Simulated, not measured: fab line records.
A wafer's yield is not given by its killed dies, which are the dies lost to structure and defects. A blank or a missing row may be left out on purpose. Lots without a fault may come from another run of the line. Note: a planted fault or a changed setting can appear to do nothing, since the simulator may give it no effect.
fab line records	flow berkeleyCmos170
record: lots: 13	wafers: 39	lastDay: 13
route steps=331 shown NLDD@168 PSD@184
lots that met no fault: from a run of the same line without faults
startH: hours from the record's opening day to when the first of the lot's shown wafers began	waitH: how many hours have passed since the lot's step before this one	" the same as in the row above	L1.1+2: a row that stands for several wafers	- no value present, or no start provided	* or withheld: withheld	< > ~ a bound
route shown NAME@n: NAME is a module with steps in the file, n the number in the route of the first one	usual: mean/standard deviation of fault-free wafers	same: alike in all rows	chamber/n: place in a boat	sites: per-site readings	_std_site: how widely they spread, as a standard deviation	_edge_site: outer sites' mean less inner sites'	radiusMm: how far each site lies from the wafer's centre	mask NAME#n: copy n	behind: the last tool/chamber to shape the wafer	hold: cause of the lot's hold/its duration in hours/its outcome	device: the n, p or np transistor that did not switch	end of line: at the end of the route, the tests of the same wafers	a step without rows: its recipe alone	killed: dies lost to structure and defects at the first sort, not the wafer's yield	map: dies across one wafer; x = killed, . = not, _ = none there
set.NAME: the run value of the setting; set.NAME@STEP: its run value at that earlier step	model.NAME: the simulator's own value behind a step, which no gauge read
steps of the route over a sample of lots; a table a step, a row a wafer
services: the hour from which a tool's chamber was out of use, counted from the record's first day as startH (under 0 if before that day), plus the number of hours and why
== steps ==
step: UCB170_NLDD_STRIP_10
recipe: chemistry: O2	powerW: 400	pressureMtorr: 3500	platenTempC: withheld	o2FlowSccm: 400	overashFraction: 0.5
usual: drypumpMotorCurrentA: 5.7/0.67	oesProductAu: 0.734/0.0045	stripTimeToEndpointS: 21.58/0.053
lot.wafer	tool	chamber	startH	waitH	drypumpMotorCurrentA	oesProductAu	rfHoursCounterH	stripTimeToEndpointS
L800.2	plasmaAsher-04	0	156.82	0.1	6.0	0.735	43	21.62
L800.5	"	0	"	"	6.0	0.724	-	21.59
L800.6	"	1	"	"	4.7	0.731	-	21.62
L798.3	plasmaAsher-04	0	157.54	0.1	6.1	0.730	-	21.64
L798.4	"	1	"	"	4.7	0.735	-	21.59
L798.6	"	0	"	"	6.1	0.735	-	21.62
L799.1	plasmaAsher-01	0	158.38	0.1	6.6	0.735	39	21.65
L799.3	"	0	"	"	6.6	0.736	-	21.55
L799.6	"	0	"	"	6.6	0.727	-	21.59
L803.1	plasmaAsher-03	0	169.17	0.1	5.9	0.738	4	21.64
L803.2	"	1	"	"	4.9	0.739	4	21.59
L803.5	"	0	"	"	5.9	0.728	-	21.64
L804.2	plasmaAsher-01	0	185.38	0.1	6.6	0.735	42	21.65
L804.4	"	0	"	"	6.6	0.735	-	21.66
L804.6	"	0	"	"	6.6	0.724	-	21.65
L806.1	plasmaAsher-01	1	186.10	0.1	5.5	0.738	42	21.66
L806.2	"	0	"	"	6.5	0.732	42	21.59
L806.5	"	1	"	"	5.5	0.736	-	21.65
L805.2	plasmaAsher-01	1	186.36	0.1	5.5	0.726	42	21.62
L805.3	"	0	"	"	6.6	0.736	-	21.60
L805.5	"	1	"	"	5.5	0.736	-	21.63
L809.3	plasmaAsher-04	0	202.91	0.1	6.1	0.733	-	21.57
L809.5	"	1	"	"	4.6	0.734	-	21.63
L809.6	"	0	"	"	6.0	0.734	-	21.60
L808.2	plasmaAsher-04	0	204.57	0.1	6.0	0.740	48	21.60
L808.4	"	1	"	"	4.7	0.733	-	21.59
L808.5	"	1	"	"	4.7	0.739	-	21.63
L811.3	plasmaAsher-04	1	219.03	0.1	4.7	0.971	-	-
L811.5	"	1	"	"	4.7	0.984	-	-
L811.6	"	0	"	"	6.1	0.983	-	-
L819.1	plasmaAsher-01	1	258.52	0.1	5.5	0.736	51	21.61
L819.5	"	0	"	"	6.6	0.727	-	21.59
L819.6	"	1	"	"	5.5	0.741	-	21.60
L820.2	plasmaAsher-01	0	259.36	0.1	6.6	0.726	51	21.45
L820.5	"	1	"	"	5.5	0.729	-	21.52
L820.6	"	0	"	"	6.6	0.743	-	21.45
L821.2	plasmaAsher-01	1	264.55	0.1	5.5	0.737	51	21.53
L821.4	"	0	"	"	6.6	0.731	-	21.48
L821.6	"	1	"	"	5.5	0.726	-	21.52
step: UCB170_PSD_STRIP_09
recipe: chemistry: O2	powerW: 400	pressureMtorr: 3500	platenTempC: withheld	o2FlowSccm: 400	overashFraction: 0.5
usual: drypumpMotorCurrentA: 5.6/0.56	oesProductAu: 0.600/0.0042	stripTimeToEndpointS: 29.35/0.074
lot.wafer	tool	chamber	startH	waitH	drypumpMotorCurrentA	oesProductAu	rfHoursCounterH	stripTimeToEndpointS
L798.3	plasmaAsher-02	0	170.83	0.1	5.1	0.603	-	29.27
L798.4	"	1	"	"	6.0	0.604	-	29.17
L798.6	"	0	"	"	5.2	0.601	-	29.23
L800.2	plasmaAsher-03	1	171.52	0.1	4.9	0.598	4	29.40
L800.5	"	1	"	"	4.9	0.599	-	29.30
L800.6	"	0	"	"	5.9	0.598	-	29.35
L799.1	plasmaAsher-03	0	171.81	0.1	5.9	0.605	4	29.27
L799.3	"	0	"	"	5.9	0.598	-	29.24
L799.6	"	1	"	"	4.9	0.593	-	29.25
L803.1	plasmaAsher-01	0	176.70	0.1	6.6	0.600	41	29.30
L803.2	"	1	"	"	5.5	0.597	41	29.32
L803.5	"	1	"	"	5.5	0.607	-	29.43
L804.2	plasmaAsher-03	0	194.78	0.1	5.9	0.596	7	29.43
L804.4	"	1	"	"	4.8	0.595	-	29.44
L804.6	"	1	"	"	4.9	0.609	-	29.36
L805.2	plasmaAsher-01	0	195.00	0.1	6.6	0.602	43	29.45
L805.3	"	1	"	"	5.5	0.605	-	29.43
L805.5	"	0	"	"	6.6	0.592	-	29.37
L806.1	plasmaAsher-03	0	195.06	0.1	5.9	0.597	7	29.44
L806.2	"	1	"	"	4.9	0.593	7	29.52
L806.5	"	1	"	"	4.8	0.600	-	29.55
L809.3	plasmaAsher-01	1	211.14	0.1	5.5	0.606	-	29.33
L809.5	"	1	"	"	5.5	0.597	-	29.33
L809.6	"	0	"	"	6.5	0.594	-	29.35
L808.2	plasmaAsher-03	0	216.17	0.1	5.9	0.598	9	29.29
L808.4	"	1	"	"	4.9	0.604	-	29.32
L808.5	"	1	"	"	4.8	0.598	-	29.30
L811.3	plasmaAsher-01	1	227.57	0.1	5.5	0.632	-	38.17
L811.5	"	0	"	"	6.6	0.633	-	38.04
L811.6	"	1	"	"	5.5	0.631	-	38.20
L819.1	plasmaAsher-02	1	265.53	0.1	6.0	0.600	56	29.40
L819.5	"	0	"	"	5.1	0.591	-	29.33
L819.6	"	1	"	"	6.0	0.602	-	29.30
L820.2	plasmaAsher-03	1	265.84	0.1	4.9	0.600	15	29.32
L820.5	"	0	"	"	5.9	0.602	-	29.39
L820.6	"	1	"	"	4.9	0.594	-	29.30
L821.2	plasmaAsher-02	1	271.16	0.1	6.0	0.602	57	29.41
L821.4	"	1	"	"	6.0	0.603	-	29.32
L821.6	"	0	"	"	5.2	0.589	-	29.44
step: UCB170_PSD_TW_MEAS_10
usual: PSD_TW: 2312/25
lot.wafer	tool	chamber	startH	waitH	PSD_TW
L798.3	filmMetro-04	-	170.92	0.1	2314
L798.4	"	-	"	"	2318
L798.6	"	-	"	"	2310
L800.2	filmMetro-02	-	171.63	0.1	2307
L800.5	"	-	"	"	2297
L800.6	"	-	"	"	2302
L799.1	filmMetro-01	-	171.91	0.1	2341
L799.3	"	-	"	"	2347
L799.6	"	-	"	"	2344
L803.1	filmMetro-02	-	176.80	0.1	2297
L803.2	"	-	"	"	2291
L803.5	"	-	"	"	2302
L804.2	filmMetro-02	-	194.89	0.1	2280
L804.4	"	-	"	"	2293
L804.6	"	-	"	"	2291
L805.2	filmMetro-01	-	195.11	0.1	2345
L805.3	"	-	"	"	2343
L805.5	"	-	"	"	2339
L806.1	filmMetro-02	-	195.16	0.1	2303
L806.2	"	-	"	"	2279
L806.5	"	-	"	"	2297
L809.3	filmMetro-01	-	211.23	0.1	2332
L809.5	"	-	"	"	2329
L809.6	"	-	"	"	2350
L808.2	filmMetro-04	-	216.28	0.1	2329
L808.4	"	-	"	"	2351
L808.5	"	-	"	"	2341
L811.3	filmMetro-01	-	227.66	0.1	30
L811.5	"	-	"	"	30
L811.6	"	-	"	"	30
L819.1	filmMetro-02	-	265.63	0.1	2289
L819.5	"	-	"	"	2279
L819.6	"	-	"	"	2279
L820.2	filmMetro-04	-	265.95	0.1	2350
L820.5	"	-	"	"	2335
L820.6	"	-	"	"	2339
L821.2	filmMetro-01	-	271.27	0.1	2357
L821.4	"	-	"	"	2345
L821.6	"	-	"	"	2355
== services ==
tool	chamber	startH	hours	kind
plasmaAsher-03	-	134.55	14.6	pm
plasmaAsher-03	-	228.49	5.8	repair
plasmaAsher-04	-	233.75	0.6	repair
plasmaAsher-04	-	249.31	12.7	repair
== key ==
firstSign: step: UCB170_NLDD_STRIP_10	reading: oesProductAu	direction: up	sigmas: 55	usual: 0.734	struck: 0.980
effect: step: UCB170_PSD_STRIP_09	reading: stripTimeToEndpointS	direction: up	sigmas: 99+	usual: *	struck: *
effect: step: UCB170_PSD_TW_MEAS_10	reading: PSD_TW	direction: down	sigmas: 90	usual: 2312	struck: 30
metAt UCB170_NLDD_STRIP_10
struckLots L811
sortLeftOut L811.3,L811.5,L811.6
testerLeftOut L811
onsetBetween 204.57 219.03
fault: kind: stripAborted	tool: plasmaAsher-04	chamber: -	onsetH: 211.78	steps: UCB170_NLDD_STRIP_10	offset: 0.6	endH: 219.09
testerLeftOut: of these lots the tester's yield and bins aren't shown, on N5 and GAA mostly nor the transistor test; their killed dies are dies lost to structure and defects alone, not to doping, threshold or leakage, so they don't give the yield
sortLeftOut: the simulated sort isn't trusted on such a fault, so these wafers' sort isn't shown, and their yield isn't known
